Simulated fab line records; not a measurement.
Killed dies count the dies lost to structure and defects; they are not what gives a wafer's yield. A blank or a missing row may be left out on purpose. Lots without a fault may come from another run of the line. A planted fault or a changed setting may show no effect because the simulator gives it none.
One fault seen from 2 desks | flow ritCmos | only its own numbers are on each desk; what lay behind them is given at the end

AT THE METROLOGY DESK
What the gauges read for every lot (on any tool): the sampled wafers with a number, averaged. If a lot's mean is further than 4 standard deviations from the usual mean, the lot is out of limits and carries the mark OUT (the distance appears in the brackets).
Columns: A = NLDD_TW at RIT_NLDD_TW_MEAS_10, usual 2489; B = PLDD_OVL at RIT_PLDD_OVL_MEAS_06, usual -1.9 nm; C = PSD_RS at RIT_SDANNEAL_RS_MEAS_04, usual 115.93 ohm/sq; D = NSD_RS at RIT_SDANNEAL_RS_MEAS_05, usual 84.58 ohm/sq; E = PLDD_RS at RIT_SDANNEAL_RS_MEAS_06, usual 178.8 ohm/sq; F = SILICIDE_TI_RS at RIT_SILICIDE_RS_MEAS_02, usual 51.3 ohm/sq
lot  | first seen here | A    | B    | C                        | D                | E                       | F
L864 | day 3 00:06     | 2526 | -1.3 | 116.08                   | 84.60            | 178.4                   | 50.9
L865 | day 3 03:55     | 2467 | -1.0 | 115.90                   | 84.33            | 178.9                   | 51.9
L866 | day 3 09:07     | 2477 | -1.6 | 115.69                   | 84.41            | 178.6                   | 51.9
L867 | day 3 12:37     | 2471 | -2.5 | 116.20                   | 84.73            | 178.4                   | 51.1
L869 | day 4 00:21     | 2458 | -1.8 | 115.61                   | 84.69            | 178.9                   | 50.5
L870 | day 4 04:01     | 2519 | -3.3 | 116.11                   | 84.82            | 179.0                   | 52.4
L871 | day 4 09:32     | 2468 | -2.0 | 115.65                   | 84.73            | 178.8                   | 51.3
L872 | day 4 16:22     | 2472 | -0.1 | 116.17                   | 84.39            | 178.7                   | 51.2
L873 | day 4 22:49     | 2471 | -1.0 | 116.03                   | 84.47            | 179.0                   | 51.1
L874 | day 5 01:22     | 2484 | -3.3 | 115.68                   | 84.51            | 178.7                   | 52.0
L875 | day 5 05:50     | 2470 | -4.5 | 115.97                   | 84.76            | 178.9                   | 51.0
L882 | day 6 16:01     | 2502 | -2.7 | 165.73 (+99 or more) OUT | 87.06 (+9.9) OUT | 245.9 (+99 or more) OUT | 51.8
L884 | day 6 23:33     | 2483 | -3.5 | 165.75 (+99 or more) OUT | 87.31 (+11) OUT  | 246.1 (+99 or more) OUT | 51.8
L887 | day 7 14:20     | 2514 | -1.5 | 115.76                   | 84.71            | 178.7                   | 51.4
This desk finds L882, L884 out of limits, with the earliest case on L882 at day 6 23:56 (PSD_RS at RIT_SDANNEAL_RS_MEAS_04). L864, L865, L866, L867, L869, L870, L871, L872, L873, L874, L875, L887 stayed within limits.

DESK OF THE TOOL OWNER: rtpAnneal-01
The tool's own readings at RIT_SDANNEAL_RTA_03 (time 5 s): means of the sampled wafers that have a number, for each lot that ran on this tool. If a lot's mean is further than 4 standard deviations from the usual mean, the lot is out of limits and carries the mark OUT (the distance appears in the brackets).
Columns: A = rampUpCPerS at RIT_SDANNEAL_RTA_03, usual 342.00; B = wafer_temp_C_max at RIT_SDANNEAL_RTA_03, usual 1053.7
lot  | first seen here | A      | B
L864 | day 3 07:34     | 342.06 | 1053.0
L866 | day 3 16:47     | 342.02 | 1054.2
L870 | day 4 12:23     | 342.04 | 1054.4
L872 | day 4 23:47     | 342.00 | 1054.7
L874 | day 5 08:50     | 341.98 | 1054.4
L882 | day 6 23:52     | 341.99 | 988.2 (-55) OUT
L884 | day 7 07:08     | 341.98 | 987.8 (-55) OUT
This desk finds L882, L884 out of limits, L882 being first, at day 6 23:52 (wafer_temp_C_max at RIT_SDANNEAL_RTA_03). L864, L866, L870, L872, L874 stayed within limits.

TAKEN TOGETHER
An alarm could have come from the tool owner's desk at day 6 23:52, on L882, L884.
Metrology desk: alarm possible at day 6 23:56 on L882, L884.
Of the lots named, all ran RIT_SDANNEAL_RTA_03 on rtpAnneal-01.

WHAT HAD BEEN PUT IN BY THE SIMULATOR
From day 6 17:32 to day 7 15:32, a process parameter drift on rtpAnneal-01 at RIT_SDANNEAL_RTA_03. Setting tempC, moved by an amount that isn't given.
Lots struck among those shown: L882, L884.
Hours from the fault's start to each desk's first reading out of limits: the tool owner's desk, 6; the metrology desk, 6.
